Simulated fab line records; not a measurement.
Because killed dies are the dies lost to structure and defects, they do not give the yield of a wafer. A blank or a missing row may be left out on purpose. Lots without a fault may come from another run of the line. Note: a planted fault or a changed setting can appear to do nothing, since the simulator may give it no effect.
fab line records + flow ritCmos
record:
- lots: 14
- wafers: 42
- lastDay: 7
route steps=202 shown NWELL@37 PRETRO@70 CONTACT@176 M1@202
lots that met no fault: from a run of the same line without faults
startH: the number of hours between the record's first day and the start of the first shown wafer of the lot + waitH: how many hours have passed since the lot's step before this one + " as in the row above + L1.1+2: a row that stands for several wafers + - either no value or no given start + * or withheld: withheld + < > ~ a bound
route shown NAME@n: names a module that has steps shown in the file, with the first one's number in the route + usual: mean and standard deviation over wafers with no fault + same: alike in all rows + chamber/n: place in a boat + sites: per-site readings + _std_site: standard deviation of those values + _edge_site: mean of outer sites minus mean of inner sites + radiusMm: for every site, how far away it sits from the centre of the wafer + mask NAME#n: copy n + behind: the most recent tool/chamber to have shaped the wafer + hold: cause of the lot's hold/its duration in hours/its outcome + device: whichever transistor did not switch (one of n, p or np) + end of line: the same wafers' tests at the end of the route + a step without rows: its recipe alone + killed: dies that structure and defects cost at the first sort, which is not the same as the wafer's yield + map: shows each die of a wafer: x if killed, . if not, _ if none is there
set.NAME: the setting the step ran with; set.NAME@STEP: the setting that earlier step ran with + model.NAME: the simulator's own value behind a step, which no gauge read
the route's steps for a sample of lots (tables are steps, rows are wafers)
services: from which hour (startH, from the record's first day; less than 0 if before it) a tool's chamber was out of use, for how many hours, and why
== steps ==
step: RIT_NWELL_STRIP_09
recipe:
- chemistry: O2
- timeS: 180
- resist: NOVOLAK
- platenTempC: withheld
- powerW: 500
- pressureMtorr: 4000
- o2FlowSccm: 4000
usual:
- drypumpMotorCurrentA: 6.0/0.5
| lot.wafer | tool           | chamber | startH | waitH | drypumpMotorCurrentA | rfHoursCounterH |
|-----------|----------------|---------|--------|-------|----------------------|-----------------|
| L426.3    | plasmaAsher-01 | 1       | 23.20  | 0.1   | 6.5                  | -               |
| L426.4    | "              | 0       | "      | "     | 5.5                  | -               |
| L426.5    | "              | 0       | "      | "     | 5.5                  | -               |
| L428.1    | plasmaAsher-03 | 0       | 33.88  | 0.1   | 6.2                  | 40              |
| L428.5    | "              | 1       | "      | "     | 6.5                  | -               |
| L428.6    | "              | 0       | "      | "     | 6.2                  | -               |
| L429.2    | plasmaAsher-01 | 0       | 38.17  | 0.1   | 5.6                  | 41              |
| L429.4    | "              | 0       | "      | "     | 5.5                  | -               |
| L429.6    | "              | 0       | "      | "     | 5.5                  | -               |
| L431.1    | plasmaAsher-03 | 0       | 48.59  | 0.1   | 6.2                  | 41              |
| L431.4    | "              | 0       | "      | "     | 6.2                  | -               |
| L431.5    | "              | 1       | "      | "     | 6.6                  | -               |
| L432.1    | plasmaAsher-04 | 1       | 52.08  | 0.1   | 5.3                  | 26              |
| L432.2    | "              | 0       | "      | "     | 6.3                  | 26              |
| L432.4    | "              | 0       | "      | "     | 6.3                  | -               |
| L433.1    | plasmaAsher-04 | 0       | 58.42  | 0.1   | 6.3                  | 27              |
| L433.2    | "              | 1       | "      | "     | 5.3                  | 27              |
| L433.6    | "              | 1       | "      | "     | 5.3                  | -               |
| L434.2    | plasmaAsher-04 | 1       | 62.94  | 0.1   | 5.3                  | 27              |
| L434.5    | "              | 1       | "      | "     | 5.3                  | -               |
| L434.6    | "              | 0       | "      | "     | 6.3                  | -               |
| L435.2    | plasmaAsher-04 | 0       | 66.67  | 0.1   | 6.3                  | 28              |
| L435.3    | "              | 1       | "      | "     | 5.3                  | -               |
| L435.4    | "              | 0       | "      | "     | 6.3                  | -               |
| L437.1    | plasmaAsher-03 | 0       | 77.14  | 0.1   | 6.2                  | 44              |
| L437.2    | "              | 1       | "      | "     | 6.6                  | 44              |
| L437.6    | "              | 0       | "      | "     | 6.2                  | -               |
| L438.1    | plasmaAsher-04 | 0       | 83.32  | 0.1   | 6.3                  | 30              |
| L438.4    | "              | 0       | "      | "     | 6.3                  | -               |
| L438.6    | "              | 0       | "      | "     | 6.3                  | -               |
| L439.1    | plasmaAsher-01 | 0       | 89.19  | 0.1   | 5.6                  | 47              |
| L439.2    | "              | 1       | "      | "     | 6.5                  | 47              |
| L439.5    | "              | 1       | "      | "     | 6.6                  | -               |
| L442.1    | plasmaAsher-01 | 0       | 103.86 | 0.1   | 5.5                  | 49              |
| L442.2    | "              | 1       | "      | "     | 6.5                  | 49              |
| L442.4    | "              | 1       | "      | "     | 6.6                  | -               |
| L443.1    | plasmaAsher-03 | 0       | 107.94 | 0.1   | 6.2                  | 47              |
| L443.5    | "              | 1       | "      | "     | 6.5                  | -               |
| L443.6    | "              | 0       | "      | "     | 6.2                  | -               |
| L446.1    | plasmaAsher-04 | 1       | 121.73 | 0.1   | 5.3                  | 34              |
| L446.2    | "              | 0       | "      | "     | 6.3                  | 34              |
| L446.6    | "              | 1       | "      | "     | 5.3                  | -               |
step: RIT_PRETRO_OVL_MEAS_06
usual:
- PRETRO_OVL: -1.0/1.4
| lot.wafer | tool       | chamber | startH | waitH | PRETRO_OVL[nm] |
|-----------|------------|---------|--------|-------|----------------|
| L426.3    | overlay-01 | -       | 32.86  | -     | -1.9           |
| L426.4    | "          | -       | "      | "     | -1.1           |
| L426.5    | "          | -       | "      | "     | 0.0            |
| L428.1    | overlay-01 | -       | 43.74  | -     | -1.0           |
| L428.5    | "          | -       | "      | "     | -1.7           |
| L428.6    | "          | -       | "      | "     | -1.7           |
| L429.2    | overlay-02 | -       | 48.79  | -     | -0.3           |
| L429.4    | "          | -       | "      | "     | 0.5            |
| L429.6    | "          | -       | "      | "     | 0.6            |
| L431.1    | overlay-01 | -       | 58.90  | -     | -1.9           |
| L431.4    | "          | -       | "      | "     | -3.2           |
| L431.5    | "          | -       | "      | "     | -3.2           |
| L432.1    | overlay-01 | -       | 62.70  | -     | -1.1           |
| L432.2    | "          | -       | "      | "     | -0.6           |
| L432.4    | "          | -       | "      | "     | 0.2            |
| L433.1    | overlay-01 | -       | 68.64  | -     | -4.2           |
| L433.2    | "          | -       | "      | "     | -3.1           |
| L433.6    | "          | -       | "      | "     | -3.2           |
| L434.2    | overlay-01 | -       | 73.38  | -     | -0.6           |
| L434.5    | "          | -       | "      | "     | -1.9           |
| L434.6    | "          | -       | "      | "     | -1.7           |
| L435.2    | overlay-01 | -       | 76.44  | -     | -1.7           |
| L435.3    | "          | -       | "      | "     | -0.4           |
| L435.4    | "          | -       | "      | "     | -3.0           |
| L437.1    | overlay-01 | -       | 88.33  | -     | -0.6           |
| L437.2    | "          | -       | "      | "     | -1.2           |
| L437.6    | "          | -       | "      | "     | -2.7           |
| L438.1    | overlay-01 | -       | 93.28  | -     | 0.0            |
| L438.4    | "          | -       | "      | "     | 1.1            |
| L438.6    | "          | -       | "      | "     | 0.0            |
| L439.1    | overlay-02 | -       | 98.85  | -     | -0.2           |
| L439.2    | "          | -       | "      | "     | -1.2           |
| L439.5    | "          | -       | "      | "     | -0.1           |
| L442.1    | overlay-02 | -       | 113.83 | -     | -1.8           |
| L442.2    | "          | -       | "      | "     | 0.1            |
| L442.4    | "          | -       | "      | "     | -1.2           |
| L443.1    | overlay-01 | -       | 118.00 | -     | 0.5            |
| L443.5    | "          | -       | "      | "     | 0.3            |
| L443.6    | "          | -       | "      | "     | 0.4            |
| L446.1    | overlay-02 | -       | 131.47 | -     | -3.0           |
| L446.2    | "          | -       | "      | "     | -2.1           |
| L446.6    | "          | -       | "      | "     | -3.6           |
step: RIT_PRETRO_STRIP_09
recipe:
- chemistry: O2
- timeS: 180
- resist: NOVOLAK
- platenTempC: withheld
- powerW: 500
- pressureMtorr: 4000
- o2FlowSccm: 4000
usual:
- drypumpMotorCurrentA: 5.8/0.62
| lot.wafer | tool           | chamber | startH | waitH | drypumpMotorCurrentA | rfHoursCounterH |
|-----------|----------------|---------|--------|-------|----------------------|-----------------|
| L426.3    | plasmaAsher-02 | 0       | 33.34  | 0.1   | 5.9                  | -               |
| L426.4    | "              | 1       | "      | "     | 4.8                  | -               |
| L426.5    | "              | 1       | "      | "     | 4.9                  | -               |
| L428.1    | plasmaAsher-02 | 1       | 44.18  | 0.1   | 4.8                  | 37              |
| L428.5    | "              | 1       | "      | "     | 4.8                  | -               |
| L428.6    | "              | 0       | "      | "     | 5.9                  | -               |
| L429.2    | plasmaAsher-04 | 0       | 49.22  | 0.1   | 6.3                  | 26              |
| L429.4    | "              | 0       | "      | "     | 6.3                  | -               |
| L429.6    | "              | 1       | "      | "     | 5.3                  | -               |
| L431.1    | plasmaAsher-02 | 1       | 59.33  | 0.1   | 4.8                  | 38              |
| L431.4    | "              | 1       | "      | "     | 4.8                  | -               |
| L431.5    | "              | 0       | "      | "     | 5.9                  | -               |
| L432.1    | plasmaAsher-02 | 1       | 63.13  | 0.1   | 4.8                  | 39              |
| L432.2    | "              | 0       | "      | "     | 6.0                  | 39              |
| L432.4    | "              | 1       | "      | "     | 4.8                  | -               |
| L433.1    | plasmaAsher-02 | 0       | 69.07  | 0.1   | 5.9                  | 39              |
| L433.2    | "              | 1       | "      | "     | 4.8                  | 39              |
| L433.6    | "              | 1       | "      | "     | 4.8                  | -               |
| L434.2    | plasmaAsher-03 | 0       | 73.81  | 0.1   | 6.2                  | 44              |
| L434.5    | "              | 1       | "      | "     | 6.6                  | -               |
| L434.6    | "              | 0       | "      | "     | 6.2                  | -               |
| L435.2    | plasmaAsher-04 | 0       | 76.90  | 0.1   | 6.3                  | 29              |
| L435.3    | "              | 1       | "      | "     | 5.3                  | -               |
| L435.4    | "              | 0       | "      | "     | 6.3                  | -               |
| L437.1    | plasmaAsher-03 | 1       | 88.76  | 0.1   | 6.5                  | 46              |
| L437.2    | "              | 0       | "      | "     | 6.2                  | 46              |
| L437.6    | "              | 1       | "      | "     | 6.6                  | -               |
| L438.1    | plasmaAsher-02 | 1       | 93.72  | 0.1   | 4.9                  | 42              |
| L438.4    | "              | 1       | "      | "     | 4.8                  | -               |
| L438.6    | "              | 1       | "      | "     | 4.8                  | -               |
| L439.1    | plasmaAsher-04 | 0       | 99.29  | 0.1   | 6.3                  | 32              |
| L439.2    | "              | 1       | "      | "     | 5.3                  | 32              |
| L439.5    | "              | 1       | "      | "     | 5.3                  | -               |
| L442.1    | plasmaAsher-03 | 0       | 114.26 | 0.1   | 6.2                  | 48              |
| L442.2    | "              | 1       | "      | "     | 6.5                  | 48              |
| L442.4    | "              | 0       | "      | "     | 6.2                  | -               |
| L443.1    | plasmaAsher-02 | 1       | 118.43 | 0.1   | 4.8                  | 0               |
| L443.5    | "              | 0       | "      | "     | 6.0                  | -               |
| L443.6    | "              | 1       | "      | "     | 4.9                  | -               |
| L446.1    | plasmaAsher-02 | 1       | 131.91 | 0.1   | 4.8                  | 2               |
| L446.2    | "              | 0       | "      | "     | 5.9                  | 2               |
| L446.6    | "              | 0       | "      | "     | 5.9                  | -               |
step: RIT_CONTACT_CD_MEAS_08
recipe:
- targetCdNm: 1000
usual:
- cdNm: 999.2/2.2
| lot.wafer | tool     | chamber | startH | waitH | cdNm   |
|-----------|----------|---------|--------|-------|--------|
| L426.3    | cdSem-02 | -       | 54.23  | -     | 1007.2 |
| L426.4    | "        | -       | "      | "     | 1003.3 |
| L426.5    | "        | -       | "      | "     | 1004.7 |
| L428.1    | cdSem-02 | -       | 65.86  | -     | 999.9  |
| L428.5    | "        | -       | "      | "     | 998.2  |
| L428.6    | "        | -       | "      | "     | 999.4  |
| L429.2    | cdSem-02 | -       | 72.01  | -     | 1001.1 |
| L429.4    | "        | -       | "      | "     | 999.6  |
| L429.6    | "        | -       | "      | "     | 1001.4 |
| L431.1    | cdSem-01 | -       | 79.47  | -     | 999.7  |
| L431.4    | "        | -       | "      | "     | 1001.4 |
| L431.5    | "        | -       | "      | "     | 1000.6 |
| L432.1    | cdSem-02 | -       | 87.46  | -     | 997.8  |
| L432.2    | "        | -       | "      | "     | 999.3  |
| L432.4    | "        | -       | "      | "     | 998.9  |
| L433.1    | cdSem-02 | -       | 92.35  | -     | 999.7  |
| L433.2    | "        | -       | "      | "     | 1002.6 |
| L433.6    | "        | -       | "      | "     | 999.8  |
| L434.2    | cdSem-02 | -       | 94.68  | -     | 1001.8 |
| L434.5    | "        | -       | "      | "     | 1001.3 |
| L434.6    | "        | -       | "      | "     | 999.4  |
| L435.2    | cdSem-02 | -       | 98.56  | -     | 996.0  |
| L435.3    | "        | -       | "      | "     | 997.8  |
| L435.4    | "        | -       | "      | "     | 997.7  |
| L437.1    | cdSem-02 | -       | 113.43 | -     | 1002.0 |
| L437.2    | "        | -       | "      | "     | 997.6  |
| L437.6    | "        | -       | "      | "     | 998.3  |
| L438.1    | cdSem-01 | -       | 115.46 | -     | 998.7  |
| L438.4    | "        | -       | "      | "     | 998.2  |
| L438.6    | "        | -       | "      | "     | 997.4  |
| L439.1    | cdSem-01 | -       | 120.88 | -     | 997.8  |
| L439.2    | "        | -       | "      | "     | 994.2  |
| L439.5    | "        | -       | "      | "     | 997.4  |
| L442.1    | cdSem-02 | -       | 134.24 | -     | 996.7  |
| L442.2    | "        | -       | "      | "     | 999.7  |
| L442.4    | "        | -       | "      | "     | 996.5  |
| L443.1    | cdSem-01 | -       | 138.09 | -     | 1002.0 |
| L443.5    | "        | -       | "      | "     | 1001.4 |
| L443.6    | "        | -       | "      | "     | 1000.4 |
| L446.1    | cdSem-01 | -       | 158.23 | -     | 998.6  |
| L446.2    | "        | -       | "      | "     | 1000.7 |
| L446.6    | "        | -       | "      | "     | 1000.0 |
step: RIT_M1_PROBE_99
usual:
- killedAtContacts: 0.1/0.3
- killedAtFrontEnd: 7/3.4
- killedDies: 7/3.4
- killedOnRim: 1.9/1.4
- killedOpen: 3.6/2.1
- killedShort: 3.5/2.1
same:
- grossDies: 264
- killed_at_M0_to_M3: 0
- killed_at_M4_up: 0
- killedAtBackSide: 0
- killedAtOther: 0
| lot.wafer | tool      | chamber | startH | waitH | hold                    | killedAtContacts | killedAtFrontEnd | killedDies | killedOnRim | killedOpen | killedShort |
|-----------|-----------|---------|--------|-------|-------------------------|------------------|------------------|------------|-------------|------------|-------------|
| L426.3    | prober-01 | -       | 59.57  | 0.2   | -                       | 0                | 5                | 5          | 2           | 0          | 5           |
| L426.4    | prober-01 | -       | 59.62  | 0.2   | -                       | 0                | 2                | 2          | 0           | 2          | 0           |
| L426.5    | prober-01 | -       | 59.67  | 0.2   | -                       | 0                | 10               | 10         | 4           | 2          | 8           |
| L428.1    | prober-01 | -       | 71.14  | 0.1   | -                       | 0                | 4                | 4          | 1           | 3          | 1           |
| L428.5    | prober-01 | -       | 71.34  | 0.2   | -                       | 0                | 6                | 6          | 0           | 4          | 2           |
| L428.6    | prober-01 | -       | 71.39  | 0.2   | -                       | 0                | 5                | 5          | 1           | 4          | 1           |
| L429.2    | prober-02 | -       | 77.39  | 0.1   | -                       | 0                | 5                | 5          | 1           | 4          | 1           |
| L429.4    | prober-02 | -       | 77.49  | 0.2   | -                       | 0                | 4                | 4          | 2           | 2          | 2           |
| L429.6    | prober-02 | -       | 77.59  | 0.2   | -                       | 0                | 5                | 5          | 1           | 1          | 4           |
| L431.1    | prober-02 | -       | 84.63  | 0.1   | -                       | 0                | 3                | 3          | 1           | 1          | 2           |
| L431.4    | prober-02 | -       | 84.78  | 0.2   | -                       | 1                | 3                | 4          | 3           | 2          | 2           |
| L431.5    | prober-02 | -       | 84.83  | 0.2   | -                       | 0                | 4                | 4          | 2           | 3          | 1           |
| L432.1    | prober-01 | -       | 92.65  | 0.1   | -                       | 0                | 19               | 19         | 6           | 13         | 6           |
| L432.2    | prober-01 | -       | 92.70  | 0.1   | -                       | 1                | 19               | 20         | 4           | 9          | 11          |
| L432.4    | prober-01 | -       | 92.80  | 0.2   | -                       | 0                | 14               | 14         | 3           | 7          | 7           |
| L433.1    | prober-02 | -       | 98.04  | 0.1   | -                       | 0                | 8                | 8          | 4           | 2          | 6           |
| L433.2    | prober-02 | -       | 98.09  | 0.1   | -                       | 0                | 6                | 6          | 0           | 4          | 2           |
| L433.6    | prober-02 | -       | 98.29  | 0.2   | -                       | 0                | 10               | 10         | 4           | 3          | 7           |
| L434.2    | prober-01 | -       | 99.88  | 0.1   | -                       | 0                | 6                | 6          | 2           | 4          | 2           |
| L434.5    | prober-01 | -       | 100.03 | 0.2   | -                       | 0                | 11               | 11         | 3           | 5          | 6           |
| L434.6    | prober-01 | -       | 100.08 | 0.2   | -                       | 0                | 8                | 8          | 2           | 6          | 2           |
| L435.2    | prober-02 | -       | 103.97 | 0.1   | -                       | 1                | 5                | 6          | 2           | 3          | 3           |
| L435.3    | prober-02 | -       | 104.02 | 0.2   | -                       | 0                | 3                | 3          | 2           | 1          | 2           |
| L435.4    | prober-02 | -       | 104.07 | 0.2   | -                       | 0                | 4                | 4          | 0           | 2          | 2           |
| L437.1    | prober-02 | -       | 118.73 | 0.1   | -                       | 0                | 7                | 7          | 1           | 4          | 3           |
| L437.2    | prober-02 | -       | 118.78 | 0.1   | -                       | 0                | 9                | 9          | 1           | 5          | 4           |
| L437.6    | prober-02 | -       | 118.98 | 0.2   | -                       | 0                | 11               | 11         | 2           | 6          | 5           |
| L438.1    | prober-01 | -       | 121.20 | 0.1   | -                       | 0                | 6                | 6          | 1           | 4          | 2           |
| L438.4    | prober-01 | -       | 121.35 | 0.2   | -                       | 0                | 5                | 5          | 3           | 5          | 0           |
| L438.6    | prober-01 | -       | 121.45 | 0.2   | -                       | 0                | 2                | 2          | 0           | 1          | 1           |
| L439.1    | prober-02 | -       | 126.44 | 0.1   | -                       | 0                | 8                | 8          | 3           | 4          | 4           |
| L439.2    | prober-02 | -       | 126.49 | 0.1   | -                       | 0                | 6                | 6          | 0           | 4          | 2           |
| L439.5    | prober-02 | -       | 126.64 | 0.2   | -                       | 0                | 4                | 4          | 0           | 3          | 1           |
| L442.1    | prober-01 | -       | 139.74 | 0.1   | -                       | 0                | 10               | 10         | 2           | 7          | 3           |
| L442.2    | prober-01 | -       | 139.79 | 0.1   | -                       | 0                | 3                | 3          | 2           | 1          | 2           |
| L442.4    | prober-01 | -       | 139.89 | 0.2   | -                       | 1                | 9                | 10         | 3           | 5          | 5           |
| L443.1    | prober-02 | -       | 143.39 | 0.1   | -                       | 0                | 15               | 15         | 9           | 4          | 1           |
| L443.5    | prober-02 | -       | 143.59 | 0.2   | -                       | 0                | 2                | 2          | 1           | 0          | 2           |
| L443.6    | prober-02 | -       | 143.64 | 0.2   | -                       | 0                | 15               | 15         | 9           | 2          | 2           |
| L446.1    | prober-01 | -       | 163.39 | 0.1   | awaitDispo/3.0h/release | 0                | 16               | 16         | 9           | 3          | 2           |
| L446.2    | prober-01 | -       | 163.44 | 0.1   | awaitDispo/3.0h/release | 0                | 6                | 6          | 1           | 2          | 4           |
| L446.6    | prober-01 | -       | 163.64 | 0.2   | awaitDispo/3.0h/release | 0                | 6                | 6          | 0           | 3          | 3           |
killed by level:class
L426.3 SPACER:geometricParticle:short=3 GATE:geometricParticle:short=2
L426.4 FOX2:geometricParticle:open=1 GATE:geometricParticle:open=1
L426.5 GATE:geometricParticle:short=2 SPACER:geometricParticle:short=2 FOX1:geometricParticle:short=1 FOX1:geometricParticle:open=1 FOX2:geometricParticle:short=1 REOX:geometricParticle:short=1 REOX:geometricParticle:open=1 SILICIDE:geometricParticle:short=1
L428.1 GATE:geometricParticle:open=3 GATE:geometricParticle:short=1
L428.5 GATE:geometricParticle:open=2 FOX1:geometricParticle:open=1 GATE:geometricParticle:short=1 SILICIDE:geometricParticle:short=1 SILICIDE:geometricParticle:open=1
L428.6 FOX1:geometricParticle:open=1 GATE:geometricParticle:open=1 GATE:geometricParticle:short=1 SPACER:geometricParticle:open=1 SILICIDE:geometricParticle:open=1
L429.2 FOX1:geometricParticle:open=2 GATE:geometricParticle:open=2 GATE:geometricParticle:short=1
L429.4 FOX1:geometricParticle:short=1 GATE:geometricParticle:open=1 SILICIDE:geometricParticle:short=1 SILICIDE:geometricParticle:open=1
L429.6 FOX1:geometricParticle:short=2 GATE:geometricParticle:open=1 SPACER:geometricParticle:short=1 SILICIDE:geometricParticle:short=1
L431.1 GATE:geometricParticle:short=2 SILICIDE:geometricParticle:open=1
L431.4 FOX2:geometricParticle:open=1 SPACER:geometricParticle:open=1 SPACER:geometricParticle:short=1 CONTACT:geometricParticle:short=1
L431.5 GATE:geometricParticle:open=2 FOX2:geometricParticle:open=1 FOX2:geometricParticle:short=1
L432.1 GATE:geometricParticle:open=4 SILICIDE:geometricParticle:open=4 GATE:geometricParticle:short=3 REOX:geometricParticle:short=3 FOX2:geometricParticle:open=2 FOX1:geometricParticle:open=1 REOX:geometricParticle:open=1 SPACER:geometricParticle:open=1
L432.2 REOX:geometricParticle:open=6 GATE:geometricParticle:short=3 FOX1:geometricParticle:short=2 FOX2:geometricParticle:short=2 REOX:geometricParticle:short=2 FOX2:geometricParticle:open=1 SILICIDE:geometricParticle:open=1 GATE:geometricParticle:open=1
L432.4 FOX1:geometricParticle:short=4 REOX:geometricParticle:open=3 FOX1:geometricParticle:open=1 FOX2:geometricParticle:open=1 GATE:geometricParticle:short=1 GATE:geometricParticle:open=1 SPACER:geometricParticle:short=1 SILICIDE:geometricParticle:open=1
L433.1 FOX1:geometricParticle:short=3 GATE:geometricParticle:short=2 GATE:geometricParticle:open=1 REOX:geometricParticle:open=1 REOX:geometricParticle:short=1
L433.2 SPACER:geometricParticle:open=2 FOX1:geometricParticle:open=1 FOX1:geometricParticle:short=1 FOX2:geometricParticle:open=1 SPACER:geometricParticle:short=1
L433.6 GATE:geometricParticle:short=3 FOX1:geometricParticle:short=2 REOX:geometricParticle:short=2 REOX:geometricParticle:open=2 GATE:geometricParticle:open=1
L434.2 SILICIDE:geometricParticle:open=2 FOX1:geometricParticle:open=1 GATE:geometricParticle:open=1 GATE:geometricParticle:short=1 SILICIDE:geometricParticle:short=1
L434.5 GATE:geometricParticle:short=4 GATE:geometricParticle:open=2 FOX1:geometricParticle:short=1 FOX2:geometricParticle:open=1 REOX:geometricParticle:open=1 REOX:geometricParticle:short=1 SILICIDE:geometricParticle:open=1
L434.6 FOX1:geometricParticle:open=2 GATE:geometricParticle:open=2 REOX:geometricParticle:open=2 GATE:geometricParticle:short=1 SILICIDE:geometricParticle:short=1
L435.2 FOX1:geometricParticle:short=1 GATE:geometricParticle:open=1 REOX:geometricParticle:open=1 REOX:geometricParticle:short=1 SILICIDE:geometricParticle:open=1 CONTACT:geometricParticle:short=1
L435.3 REOX:geometricParticle:short=2 SILICIDE:geometricParticle:open=1
L435.4 FOX2:geometricParticle:short=1 GATE:geometricParticle:short=1 GATE:geometricParticle:open=1 SILICIDE:geometricParticle:open=1
L437.1 GATE:geometricParticle:open=3 GATE:geometricParticle:short=1 REOX:geometricParticle:open=1 SPACER:geometricParticle:short=1 SILICIDE:geometricParticle:short=1
L437.2 GATE:geometricParticle:open=3 GATE:geometricParticle:short=2 FOX1:geometricParticle:short=1 REOX:geometricParticle:open=1 SPACER:geometricParticle:open=1 SILICIDE:geometricParticle:short=1
L437.6 GATE:geometricParticle:short=4 GATE:geometricParticle:open=2 SPACER:geometricParticle:open=2 FOX1:geometricParticle:open=1 REOX:geometricParticle:short=1 REOX:geometricParticle:open=1
L438.1 GATE:geometricParticle:short=2 FOX2:geometricParticle:open=1 GATE:geometricParticle:open=1 SPACER:geometricParticle:open=1 SILICIDE:geometricParticle:open=1
L438.4 REOX:geometricParticle:open=2 FOX2:geometricParticle:open=1 GATE:geometricParticle:open=1 SPACER:geometricParticle:open=1
L438.6 REOX:geometricParticle:open=1 SILICIDE:geometricParticle:short=1
L439.1 GATE:geometricParticle:short=3 FOX1:geometricParticle:open=1 GATE:geometricParticle:open=1 REOX:geometricParticle:short=1 REOX:geometricParticle:open=1 SILICIDE:geometricParticle:open=1
L439.2 GATE:geometricParticle:short=2 SILICIDE:geometricParticle:open=2 FOX2:geometricParticle:open=1 GATE:geometricParticle:open=1
L439.5 GATE:geometricParticle:open=2 GATE:geometricParticle:short=1 REOX:geometricParticle:open=1
L442.1 GATE:geometricParticle:open=5 GATE:geometricParticle:short=3 SPACER:geometricParticle:open=1 SILICIDE:geometricParticle:open=1
L442.2 FOX1:geometricParticle:short=1 FOX2:geometricParticle:short=1 FOX2:geometricParticle:open=1
L442.4 GATE:geometricParticle:open=3 FOX2:geometricParticle:short=2 FOX1:geometricParticle:short=1 FOX1:geometricParticle:open=1 GATE:geometricParticle:short=1 SILICIDE:geometricParticle:open=1 CONTACT:geometricParticle:short=1
L443.1 PRETRO:unspecified=10 GATE:geometricParticle:open=3 GATE:geometricParticle:short=1 REOX:geometricParticle:open=1
L443.5 FOX1:geometricParticle:short=1 GATE:geometricParticle:short=1
L443.6 PRETRO:unspecified=11 GATE:geometricParticle:open=2 FOX1:geometricParticle:short=1 GATE:geometricParticle:short=1
L446.1 PRETRO:unspecified=11 FOX1:geometricParticle:open=1 GATE:geometricParticle:short=1 GATE:geometricParticle:open=1 REOX:geometricParticle:short=1 SILICIDE:geometricParticle:open=1
L446.2 GATE:geometricParticle:short=2 SILICIDE:geometricParticle:short=2 SILICIDE:geometricParticle:open=2
L446.6 GATE:geometricParticle:short=2 FOX1:geometricParticle:open=1 FOX2:geometricParticle:open=1 GATE:geometricParticle:open=1 SILICIDE:geometricParticle:short=1
== services ==
| tool           | chamber | startH | hours | kind      |
|----------------|---------|--------|-------|-----------|
| plasmaAsher-04 | -       | 28.31  | 5.7   | repair    |
| plasmaAsher-03 | -       | 70.37  | 1.0   | repair    |
| plasmaAsher-02 | -       | 77.49  | 2.8   | pm        |
| plasmaAsher-03 | -       | 93.07  | 7.8   | repair    |
| plasmaAsher-02 | -       | 108.75 | 9.0   | pm        |
| plasmaAsher-02 | 0       | 108.75 | 9.0   | ventCycle |
| plasmaAsher-02 | 1       | 108.75 | 9.0   | ventCycle |
| plasmaAsher-02 | 0       | 117.75 | -     | clean     |
| plasmaAsher-02 | 1       | 117.75 | -     | clean     |
== key ==
firstSign:
- step: RIT_M1_PROBE_99
- reading: killedAtFrontEnd
- direction: up
- sigmas: 2.5
- usual: 7
- struck: 15
effect:
- step: RIT_M1_PROBE_99
- reading: killedDies
- direction: up
- sigmas: 2.4
- usual: 7
- struck: 15
metAt RIT_PRETRO_STRIP_09
struckLots L443,L446
struckWafers L443.1,L443.6,L446.1
testerLeftOut L443,L446
notActingAt RIT_NWELL_STRIP_09,RIT_PRETRO_OVL_MEAS_06,RIT_CONTACT_CD_MEAS_08
onsetBetween 93.72 118.43
fault:
- kind: chamberParticleSource
- tool: plasmaAsher-02
- chamber: 1
- onsetH: 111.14
- steps: RIT_PRETRO_STRIP_09
- ratePerVisitCm2: 0.86927
- endH: 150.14
testerLeftOut: of these lots the tester's yield and bins aren't shown, on N5 and GAA mostly nor the transistor test; their killed dies are dies lost to structure and defects alone, not to doping, threshold or leakage, so they don't give the yield
